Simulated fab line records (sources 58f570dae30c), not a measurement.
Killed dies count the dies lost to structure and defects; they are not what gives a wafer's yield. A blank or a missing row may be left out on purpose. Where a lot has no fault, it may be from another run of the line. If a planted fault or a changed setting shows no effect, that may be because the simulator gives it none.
What tool caused it? :: flow berkeleyCmos170 :: Sampling: 7 lots, 21 wafers, 3 of 331 route steps

WHAT THE GAUGES READ, wafer by wafer
UCB170_M1_RS_MEAS_01: measurement is done with a four-point probe.
lot: L464
measured: day 8 08:44
on: filmMetro-01
M1_AL_RS (ohm/sq): 0.0490 0.0490 0.0487

lot: L467
measured: day 9 06:32
on: filmMetro-04
M1_AL_RS (ohm/sq): 0.0479 0.0476 0.0479

lot: L471
measured: day 10 03:42
on: filmMetro-04
M1_AL_RS (ohm/sq): 0.0493 0.0496 0.0492

lot: L474
measured: day 10 23:03
on: filmMetro-01
M1_AL_RS (ohm/sq): 0.0469 0.0481 0.0471

lot: L479
measured: day 12 00:58
on: filmMetro-01
M1_AL_RS (ohm/sq): 0.0489 0.0486 0.0482

lot: L481
measured: day 12 00:28
on: filmMetro-01
M1_AL_RS (ohm/sq): 0.0489 0.0490 0.0489

lot: L484
measured: day 12 19:12
on: filmMetro-04
M1_AL_RS (ohm/sq): 0.0476 0.0484

WHICH TOOL RAN EACH LOT (tool, then ch and the chambers of the sampled wafers, then the start)
lot: L464
UCB170_NWELL_ETCH_13: rieDiel-04 ch 1,2, day 2 19:10
UCB170_SPACER_ETCHBACK_03: rieDiel-03 ch 0,1, day 7 19:53

lot: L467
UCB170_NWELL_ETCH_13: rieDiel-04 ch 0,1,2, day 3 10:10
UCB170_SPACER_ETCHBACK_03: rieDiel-03 ch 0,1,2, day 8 14:00

lot: L471
UCB170_NWELL_ETCH_13: rieDiel-04 ch 1,3, day 4 03:02
UCB170_SPACER_ETCHBACK_03: rieDiel-03 ch 2,3, day 9 12:02

lot: L474
UCB170_NWELL_ETCH_13: rieDiel-04 ch 1,2,3, day 5 07:28
UCB170_SPACER_ETCHBACK_03: rieDiel-02 ch 1,2, day 10 08:40

lot: L479
UCB170_NWELL_ETCH_13: rieDiel-02 ch 0,1,2, day 6 06:05
UCB170_SPACER_ETCHBACK_03: rieDiel-04 ch 0,3, day 11 08:23

lot: L481
UCB170_NWELL_ETCH_13: rieDiel-04 ch 0,1,2, day 6 06:40
UCB170_SPACER_ETCHBACK_03: rieDiel-02 ch 1,2, day 11 08:23

lot: L484
UCB170_NWELL_ETCH_13: rieDiel-02 ch 0,2,3, day 6 23:28
UCB170_SPACER_ETCHBACK_03: rieDiel-03 ch 0,2,3, day 12 01:59
- UCB170_NWELL_ETCH_13: etches Si3N4 in CH3F/Ar/O2, stops on SiO2, target depth 246.4 nm, time 154 s.
- UCB170_SPACER_ETCHBACK_03: etches SiO2 in CHF3/CF4/Ar, stops on Si, target depth 376 nm, time 100 s.

THE ANSWER, worked out from the rows above alone
Rule: the usual values come from the lots themselves. Put in order of their means at a reading, lots are off if they are a third of the lots or fewer, leave a main group of 4 or more, and stand apart from it by a gap of 3 or more times the standard deviation of the main group's means; of several such gaps the widest counts. A main group whose means are all the same, to the digits that the tables above print for the reading, isn't used. Also off: a lot with no number at a reading for which 4 or more lots have one. All remaining lots with rows at the step are treated as sound.
None of the lots is off at any reading shown; this tells nothing.

WHAT THE SIMULATOR HAD PUT IN
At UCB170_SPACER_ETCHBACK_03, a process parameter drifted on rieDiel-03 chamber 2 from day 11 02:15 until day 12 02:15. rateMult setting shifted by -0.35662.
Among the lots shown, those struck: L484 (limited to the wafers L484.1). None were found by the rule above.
